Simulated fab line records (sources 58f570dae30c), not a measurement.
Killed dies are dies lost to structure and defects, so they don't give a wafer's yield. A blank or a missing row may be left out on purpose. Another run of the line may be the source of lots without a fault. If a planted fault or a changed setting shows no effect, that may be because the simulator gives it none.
A lot that was struck, set against a sound lot	flow berkeley-cmos170	14 out of 331 route steps
Sound: wafers L550.1, L550.3, L550.4. Wafers L554.1, L554.4, L554.6 were the ones struck. The cause is given at the end.
Order at every step that has rows: each side's tool, ch and its chambers, its first start. Under that, the readings that differ: sound wafers	struck wafers	difference of the means	sigmas: that difference in standard deviations of wafers without a fault.
alike: readings with means less than 2 such deviations apart, plus words and numbers identical on both sides. not compared: withheld readings, readings lacking a value on some wafer, bounds such as >300 that could conceal the same value, and numbers that have no deviation in the record and whose values overlap.
The two part at a step that has a row with sigmas, a row that says differs or no value, or rows on one side only. Non-overlapping numbers with no deviation appear without sigmas and do not part them. Lack of a reading on every wafer of one side parts them only where that side has two or more wafers.

UCB170_PWELL_THK_MEAS_03:
  sound on film-metro-04, day 4 23:40; struck on film-metro-02, day 5 23:04
  alike: PWELL_OXIDE_THK
then, 2 steps without rows for these wafers: UCB170_PWELL_ANNEAL_04 (time 900 s); UCB170_PWELL_CVD_05 (deposits Si3N4 from SiH2Cl2/NH3, target thk 220 nm, time 3300 s).
UCB170_PWELL_THK_MEAS_06:
  sound on film-metro-03, day 5 06:19; struck on film-metro-02, day 6 06:47
  alike: PWELL_NITRIDE_THK
then, 6 steps without rows for these wafers: UCB170_PWELL_HMDS_07 (prime time 60 s); UCB170_PWELL_COAT_08 (resist thk 900 nm); UCB170_PWELL_SOFTBAKE_09 (time 60 s); UCB170_PWELL_EXPOSE_10 (exposes mask PWELL, target cd 3000 nm); UCB170_PWELL_PEB_11; UCB170_PWELL_DEVELOP_12 (develop time 45 s).
UCB170_PWELL_OVL_MEAS_13:
  sound on overlay-01, day 5 07:13; struck on overlay-01, day 6 09:16
  alike: PWELL_OVL
UCB170_PWELL_ETCH_14: etches Si3N4 in CH3F/Ar/O2, stops on SiO2, target depth 242 nm, time 151 s.
  sound on rie-diel-03 ch 0,1,3, day 5 07:15; struck on rie-diel-01 ch 0,1,3, day 6 09:19
  alike: drypump-motor-current-A, oes-product-au, throttle-valve-pct
  not compared: rf-hours-counter-h
UCB170_PWELL_IMPLANT_15:
  sound on implanter-04 ch 0, day 5 07:21; struck on implanter-04 ch 0, day 6 09:25
reading	sound	struck	difference	sigmas
tilt-deg (degrees)	6.942 6.999 6.938	4.903 4.924 4.892	-2.053	-99 or more
  alike: beam-on-s
UCB170_PWELL_STRIP_16: strips in O2.
  sound on plasma-asher-02 ch 0,1, day 5 07:30; struck on plasma-asher-02 ch 0,1, day 6 09:34
  alike: drypump-motor-current-A, oes-product-au, strip-time-to-endpoint-s
  not compared: rf-hours-counter-h

WHERE THEY PART
UCB170_PWELL_IMPLANT_15 only, going by this record. Later steps at which nothing parts them and some readings are alike: UCB170_PWELL_STRIP_16.

WHY: whatever the simulator had introduced
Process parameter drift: implanter-04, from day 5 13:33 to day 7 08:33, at UCB170_PWELL_IMPLANT_15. Setting tilt-deg, moved by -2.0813, from 7. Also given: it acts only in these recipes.
